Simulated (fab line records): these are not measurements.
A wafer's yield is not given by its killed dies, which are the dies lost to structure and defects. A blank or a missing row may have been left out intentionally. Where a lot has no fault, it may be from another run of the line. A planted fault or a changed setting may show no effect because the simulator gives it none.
A lot that was struck, set against a sound lot + flow rit cmos + 15 out of 202 route steps
Sound: wafers L599.1, L599.2, L599.5. Struck: wafers L609.1, L609.3, L609.4. At the end, the cause is stated.
Per side, at each step with rows, come the tool, then ch with its chambers, and then its first start. Under that, the readings that differ: sound wafers + struck wafers + difference of the means + sigmas: that difference in standard deviations of wafers without a fault.
alike: readings with means less than 2 such deviations apart, plus words and numbers identical on both sides. not compared: withheld readings, readings lacking a value on some wafer, bounds such as >300 that could conceal the same value, and numbers that have no deviation in the record and whose values overlap.
Wherever a step has rows on one side only, a row that says differs or no value, or a row with sigmas, the two part there. Numbers that don't overlap but have no deviation are shown without sigmas and don't part them. A reading missing from all wafers of one side parts the sides only when that side holds two or more wafers.

first, 4 steps without rows for these wafers: RIT_GATE_CLEAN_01 (cleans in SC1, time 600 s); RIT_GATE_CLEAN_02 (cleans in dHF, time 30 s); RIT_GATE_CLEAN_03 (cleans in SC2, time 600 s); RIT_GATE_CLEAN_04 (cleans in dHF, time 60 s).
RIT_FOX2_THK_MEAS_91:
  sound on film metro-03, day 3 00:34; struck on film metro-01, day 5 02:44
  alike: FIELD_OXIDE_LEFT_2_THK
then, 2 steps without rows for these wafers: RIT_GATE_OXIDATION_05 (target thk 3 nm, ox time 270 s); RIT_GATE_ANNEAL_06 (time 600 s).
RIT_GATE_THK_MEAS_07:
  sound on film metro-01, day 3 05:01; struck on film metro-03, day 5 04:08
  alike: GATE_OXIDE_THK
then, 1 step without rows for these wafers: RIT_GATE_CVD_08 (deposits poly-Si from SiH4, target thk 250 nm, time 2220 s).
RIT_GATE_THK_MEAS_09:
  sound on film metro-03, day 3 06:42; struck on film metro-01, day 5 06:01
  alike: GATE_POLY_THK
then, 2 steps without rows for these wafers: RIT_GATE_HMDS_10 (prime time 60 s); RIT_GATE_COAT_11 (resist thk 850 nm).
RIT_GATE_SOFTBAKE_12: time 60 s.
  sound on litho track-01 ch 0, day 3 07:04; struck on litho track-01 ch 0, day 5 06:23
| reading                  | sound             | struck            | difference | sigmas |
|--------------------------|-------------------|-------------------|------------|--------|
| heater power total W (W) | 34.57 34.62 34.55 | 35.03 35.13 35.06 | +0.49      | +9     |
| plate temp C (C)         | 89.95 89.91 89.92 | 91.03 90.79 90.81 | +0.95      | +7     |
then, 1 step without rows for these wafers: RIT_GATE_EXPOSE_13 (exposes mask M6, target cd 150 nm).
RIT_M1_PROBE_99:
  sound on prober-02, day 4 04:32; struck on prober-02, day 6 04:02
  alike: killed at front end, killed dies, killed on rim, killed open, killed short

WHERE THEY PART
Within this record, at RIT_GATE_SOFTBAKE_12 only. Later steps at which nothing parts them and some readings are alike: RIT_M1_PROBE_99.

WHY: whatever the simulator had introduced
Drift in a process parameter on litho track-01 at RIT_GATE_SOFTBAKE_12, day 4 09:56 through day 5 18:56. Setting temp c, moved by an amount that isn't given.
